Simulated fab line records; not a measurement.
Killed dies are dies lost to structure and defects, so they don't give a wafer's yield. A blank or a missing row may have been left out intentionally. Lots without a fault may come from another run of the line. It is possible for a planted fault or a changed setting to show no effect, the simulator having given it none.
What tool caused it? ; flow berkeleyCmos170 ; 14 lots with 42 wafers sampled at 6 steps, on a route of 331 steps

== WHAT EACH GAUGE READ, for each wafer ==
UCB170_V1_THK_MEAS_01.
lot;measured;on;V1_TEOS_THK (nm)
L594;day 7 06:42;filmMetro-04;1993 2003 1984
L593;day 7 06:43;filmMetro-02;1981 2021 2011
L598;day 7 20:28;filmMetro-04;1952 1950 1974
L599;day 7 20:28;filmMetro-03;1967 2034 1996
L601;day 8 11:36;filmMetro-02;1977 2033 1982
L600;day 8 11:37;filmMetro-04;1973 2016 2022
L603;day 8 19:45;filmMetro-02;1983 1978 1998
L602;day 8 19:46;filmMetro-04;2008 2009 2048
L604;day 9 07:12;filmMetro-04;1976 1969 2044
L605;day 9 07:14;filmMetro-03;2020 2034 2036
L610;day 10 17:46;filmMetro-02;1940 1966 1989
L609;day 10 17:45;filmMetro-03;1971 1958 2021
L614;day 11 12:52;filmMetro-02;1981 1973 2003
L616;day 11 23:03;filmMetro-03;2012 2034 2014

UCB170_M2_RS_MEAS_02: the measuring method here is four-point-probe.
lot;measured;on;M2_AL_RS (ohm/sq)
L594;day 7 09:19;filmMetro-03;0.0322 0.0321 0.0321
L593;day 7 09:46;filmMetro-04;0.0323 0.0322 0.0322
L598;day 7 22:52;filmMetro-03;0.0322 0.0322 0.0322
L599;day 7 23:08;filmMetro-04;0.0324 0.0329 0.0329
L601;day 8 14:28;filmMetro-03;0.0321 0.0325 0.0322
L600;day 8 14:44;filmMetro-04;0.0322 0.0319 0.0321
L603;day 8 22:31;filmMetro-03;0.0326 0.0325 0.0324
L602;day 8 22:24;filmMetro-04;0.0321 0.0320 0.0319
L604;day 9 11:47;filmMetro-04;0.0404 0.0400 0.0401
L605;day 9 11:59;filmMetro-01;0.0330 0.0329 0.0326
L610;day 10 20:13;filmMetro-03;0.0324 0.0324 0.0325
L609;day 10 20:28;filmMetro-04;0.0412 0.0416 0.0413
L614;day 11 15:08;filmMetro-04;0.0320 0.0320 0.0322
L616;day 12 01:20;filmMetro-04;0.0326 0.0327 0.0326

UCB170_M2_THK_MEAS_03: measures by xrf.
lot;measured;on;M2_AL_THK (nm)
L594;day 7 09:26;filmMetro-03;918 919 921
L593;day 7 09:52;filmMetro-04;915 916 915
L598;day 7 22:59;filmMetro-03;916 917 913
L599;day 7 23:15;filmMetro-04;906 905 903
L601;day 8 14:34;filmMetro-03;923 914 926
L600;day 8 14:50;filmMetro-04;917 929 916
L603;day 8 22:38;filmMetro-03;908 912 922
L602;day 8 22:30;filmMetro-04;924 921 924
L604;day 9 11:55;filmMetro-04;734 739 739
L605;day 9 12:05;filmMetro-01;908 906 916
L610;day 10 20:19;filmMetro-03;907 910 905
L609;day 10 20:35;filmMetro-04;715 711 719
L614;day 11 15:16;filmMetro-04;920 913 913
L616;day 12 01:27;filmMetro-04;902 907 905

UCB170_M2_CD_MEAS_15: the cd target is 700 nm.
lot;measured;on;cdNm (nm)
L594;day 7 11:23;cdSem-02;698.2 698.9 699.6
L593;day 7 11:56;cdSem-02;699.7 701.2 700.1
L598;day 8 00:44;cdSem-02;698.6 698.9 699.2
L599;day 8 00:57;cdSem-02;700.0 698.4 700.0
L601;day 8 16:52;cdSem-01;700.6 702.8 703.1
L600;day 8 17:07;cdSem-02;698.3 697.9 696.8
L603;day 9 01:14;cdSem-01;699.6 699.2 700.3
L602;day 9 01:25;cdSem-02;702.2 701.2 701.0
L604;day 9 14:58;cdSem-01;699.0 697.9 698.3
L605;day 9 15:08;cdSem-02;697.7 696.7 697.6
L610;day 10 22:08;cdSem-01;700.7 702.2 701.7
L609;day 10 22:21;cdSem-02;700.0 700.6 700.9
L614;day 11 16:53;cdSem-01;699.6 700.5 701.9
L616;day 12 03:05;cdSem-01;698.9 700.4 698.7

== TOOL THAT RAN EACH LOT (tool first, then ch and the chambers of the sampled wafers, then the start) ==
lot;UCB170_CONTACT_STRIP_19;UCB170_M2_SPUTTER_01
L594;plasmaAsher-04 ch 0,1, day 6 21:38;pvdSputter-03, day 7 09:13
L593;plasmaAsher-04 ch 0,1, day 7 01:54;pvdSputter-01, day 7 09:37
L598;plasmaAsher-02 ch 0,1, day 7 13:56;pvdSputter-03, day 7 22:46
L599;plasmaAsher-04 ch 1, day 7 14:13;pvdSputter-01, day 7 23:02
L601;plasmaAsher-01 ch 0,1, day 8 03:17;pvdSputter-03, day 8 14:21
L600;plasmaAsher-04 ch 0,1, day 8 05:08;pvdSputter-04, day 8 14:37
L603;plasmaAsher-02 ch 0,1, day 8 11:40;pvdSputter-03, day 8 22:23
L602;plasmaAsher-04 ch 0,1, day 8 12:14;pvdSputter-01, day 8 22:17
L604;plasmaAsher-01 ch 0,1, day 8 22:41;pvdSputter-03, day 9 11:43
L605;plasmaAsher-02 ch 0,1, day 8 22:50;pvdSputter-01, day 9 11:50
L610;plasmaAsher-04 ch 0,1, day 10 10:46;pvdSputter-04, day 10 20:05
L609;plasmaAsher-04 ch 1, day 10 11:19;pvdSputter-03, day 10 20:23
L614;plasmaAsher-02 ch 0,1, day 11 06:37;pvdSputter-01, day 11 15:03
L616;plasmaAsher-02 ch 0,1, day 11 15:56;pvdSputter-01, day 12 01:14
- UCB170_CONTACT_STRIP_19: strips in O2.
- UCB170_M2_SPUTTER_01: material Al, target thk 900 nm, time 120 s.

== WHAT THE TOOLS THEMSELVES READ (means of the sampled wafers that have a number; where no wafer has one, the mark that the record gives instead) ==
UCB170_CONTACT_STRIP_19.
lot;tool;drypumpMotorCurrentA (A);oesProductAu (a.u.)
L594;plasmaAsher-04;6.3;0.725
L593;plasmaAsher-04;6.3;0.725
L598;plasmaAsher-02;5.4;0.725
L599;plasmaAsher-04;6.3;0.727
L601;plasmaAsher-01;5.5;0.723
L600;plasmaAsher-04;6.4;0.723
L603;plasmaAsher-02;5.4;0.730
L602;plasmaAsher-04;6.4;0.723
L604;plasmaAsher-01;5.6;0.722
L605;plasmaAsher-02;5.5;0.723
L610;plasmaAsher-04;6.4;0.728
L609;plasmaAsher-04;6.3;0.724
L614;plasmaAsher-02;5.5;0.727
L616;plasmaAsher-02;5.4;0.728

UCB170_M2_SPUTTER_01.
lot;tool;throttleValvePct (%)
L594;pvdSputter-03;29.7
L593;pvdSputter-01;30.6
L598;pvdSputter-03;29.6
L599;pvdSputter-01;30.2
L601;pvdSputter-03;30.1
L600;pvdSputter-04;30.4
L603;pvdSputter-03;30.2
L602;pvdSputter-01;30.3
L604;pvdSputter-03;29.6
L605;pvdSputter-01;29.9
L610;pvdSputter-04;29.7
L609;pvdSputter-03;30.2
L614;pvdSputter-01;30.3
L616;pvdSputter-01;30.1

== THE ANSWER, worked out from the rows above alone ==
Rule: the lots themselves supply what counts as usual. The widest of any qualifying gaps counts: lots, ordered by their means at a reading, are off when they make up no more than a third of the lots, leave a main group of 4 or more, and stand apart from it by 3 or more times the standard deviation of that group's means. A main group whose means are all the same, to the digits that the tables above print for the reading, isn't used. A lot without any number at a reading at which 4 lots or more have one is off too. Any other lot the step has rows for is counted as sound. Order of review: gauges by route order, followed by the tools' own readings, for which a lot's mean as printed above is used. The first step at which some lot is off is used, and at that step the reading that is off furthest; a lot without a number counts as furthest.
Off: L604, L609, seen at UCB170_M2_RS_MEAS_02 (M2_AL_RS). Main group: mean 0.0323 ohm/sq, sd 0.00027.
If a tool, at a process step before that reading, ran all the lots that are off and no sound lot after the first of them, it fits. Gauges at UCB170_M2_RS_MEAS_02: tried the same way as those tools. One candidate fits, namely pvdSputter-03 at UCB170_M2_SPUTTER_01. Its last sound lot is L603 (day 8 22:23), its first lot that is off L604 (day 9 11:43): a fault that began between those two fits.

== WHAT THE SIMULATOR HAD PUT IN ==
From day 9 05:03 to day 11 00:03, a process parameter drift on pvdSputter-03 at UCB170_M2_SPUTTER_01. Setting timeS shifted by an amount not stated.
Shown lots that were struck: L604, L609. The rule above found the same.
